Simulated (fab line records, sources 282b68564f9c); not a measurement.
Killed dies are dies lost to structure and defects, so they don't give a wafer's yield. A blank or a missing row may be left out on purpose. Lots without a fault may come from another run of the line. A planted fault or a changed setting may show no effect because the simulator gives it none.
A struck lot beside a sound one | flow rit_cmos | 18 steps out of a route of 202
Sound: wafers L486.1, L486.3, L486.4. Struck: wafer L490.1. (L490.2, L490.6 of the same lot were not struck and are left out.) The cause comes at the end.
At each step with rows: each side's tool, then ch and its chambers, then its first start. Under that, the readings that differ: sound wafers | struck wafers | difference of the means | sigmas: that difference in standard deviations of wafers without a fault.
alike: readings whose means differ by less than 2 such deviations, and words and numbers that are the same on both sides. not compared: withheld readings, readings that some wafer has no value for, bounds like >300 that may hide the same value, and numbers for which the record gives no deviation and whose values overlap.
The two part at a step that has a row with sigmas, a row that says differs or no value, or rows on one side only. Numbers that don't overlap but have no deviation are shown without sigmas and don't part them. A reading that every wafer of one side lacks parts them only if that side has two wafers or more.

RIT_M1_SPUTTER_00: material Al, target thk 400 nm, time 500 s.
  sound on pvd_sputter-04, day 4 11:03; struck on pvd_sputter-03, day 5 12:29
  alike: throttle_valve_pct
RIT_M1_RS_MEAS_01: measures by four-point-probe.
  sound on film_metro-03, day 4 11:20; struck on film_metro-03, day 5 12:46
  alike: M1_AL_RS
RIT_M1_THK_MEAS_02: measures by xrf.
  sound on film_metro-03, day 4 11:28; struck on film_metro-03, day 5 12:53
  alike: M1_AL_THK
then, 6 steps without rows for these wafers: RIT_M1_HMDS_03 (prime time 60 s); RIT_M1_COAT_04 (resist thk 1300 nm); RIT_M1_SOFTBAKE_05 (time 60 s); RIT_M1_EXPOSE_06 (exposes mask M12, target cd 2600 nm); RIT_M1_PEB_07; RIT_M1_DEVELOP_08 (develop time 68 s).
RIT_M1_CD_MEAS_09: target cd 2600 nm.
  sound on cd_sem-01, day 4 12:32; struck on cd_sem-01, day 5 14:04
  reading    | sound                | struck | difference | sigmas
  cd_nm (nm) | 2602.0 2601.0 2603.5 | 2597.1 | -5.1       | -2
RIT_M1_OVL_MEAS_10:
  sound on overlay-02, day 4 12:39; struck on overlay-01, day 5 14:11
  reading     | sound       | struck | difference | sigmas
  M1_OVL (nm) | 4.1 2.2 3.0 | 0.3    | -2.8       | -2
then, 1 step without rows for these wafers: RIT_M1_HARDBAKE_11 (time 120 s).
RIT_M1_METAL_ETCH_12: etches Al in Cl2/BCl3, stops on SiO2, time 165 s, target depth 600 nm.
  sound on rie_metal-02 ch 0,1, day 4 12:56; struck on rie_metal-01 ch 0, day 5 14:37
  reading                                 | sound             | struck | difference | sigmas
  oes_product_au (a.u.)                   | 0.756 0.763 0.781 | 0.986  | +0.219     | +23
  run_length_s (s)                        | 193.2 193.1 193.1 | 127.1  | -66.0      | -99 or more
  model.NOVOLAK_of_M1_COAT_04.thk_nm (nm) | 809.4 808 809     | 944.4  | +135.6     |
  model.M1.feature_depth_nm (nm)          | 430.5 430 430.2   | 354.9  | -75.3      |
  model.etch.depth_nm (nm)                | 397.4 396.8 397.3 | 354.9  | -42.3      |
  alike: drypump_motor_current_A, mfc_cl2_sccm, throttle_valve_pct
  not compared: rf_hours_counter_h
then, 1 step without rows for these wafers: RIT_M1_STRIP_13 (strips in nmp, time 600 s).
RIT_M1_STRIP_14: strips in O2, time 180 s.
  sound on plasma_asher-02 ch 0,1, day 4 13:16; struck on plasma_asher-03 ch 1, day 5 14:58
  alike: drypump_motor_current_A
  not compared: rf_hours_counter_h
RIT_M1_CD_MEAS_90: target cd 2600 nm.
  sound on cd_sem-02, day 4 13:27; struck on cd_sem-01, day 5 15:08
  reading    | sound                | struck | difference | sigmas
  cd_nm (nm) | 2602.3 2600.9 2603.7 | 2608.2 | +5.9       | +2
then, 1 step without rows for these wafers: RIT_M1_ANNEAL_15 (time 1800 s).
RIT_M1_PROBE_99:
  sound on prober-01, day 4 15:11; struck on prober-01, day 5 16:52
  reading                               | sound             | struck | difference | sigmas
  defect_limited_yield (%)              | 97.3 98.1 96.6    | 0      | -97        | -88
  killed_at_M0_to_M3                    | 0 0 0             | 251    | +251       |
  killed_at_front_end                   | 7 5 9             | 13     | +6         | +2
  killed_dies                           | 7 5 9             | 264    | +257       | +92
  killed_on_rim                         | 2 1 4             | 70     | +68        | +48
  sort_bin_5_function (%)               | 2.3 1.1 1.9       | 98.5   | +96.7      | +99 or more
  sort_n_pass                           | 257.0 259.0 255.0 | 0      | -257       | -92
  sort_yield_pct (%)                    | 97.3 98.1 96.6    | 0      | -97        | -88
  model.etest.tester.sort_n_pass        | 257 259 255       | 0      | -257       |
  model.etest.tester.sort_yield_pct (%) | 97.35 98.11 96.59 | 0      | -97        |
  model.etest.tester.sort_bin_5_pct (%) | 2.273 1.136 1.894 | 98.48  | +96.71     |
  model.etest.field_p.short             | 0 0 0             | 1      | +1         |
  model.etest.npoly_sal.short           | 0 0 0             | 1      | +1         |
  model.etest.pmos_0p15.over_limit      | 0 0 0             | 1      | +1         |
  model.etest.ppoly_sal.short           | 0 0 0             | 1      | +1         |
  model.etest.pmos_0p3.short            | 0 0 0             | 1      | +1         |
  alike: killed_open, killed_short, sort_bin_3_pad_short, sort_bin_6_memory

WHERE THEY PART
First at RIT_M1_CD_MEAS_09; last, within this record, at RIT_M1_PROBE_99.

WHY: what the simulator had put in
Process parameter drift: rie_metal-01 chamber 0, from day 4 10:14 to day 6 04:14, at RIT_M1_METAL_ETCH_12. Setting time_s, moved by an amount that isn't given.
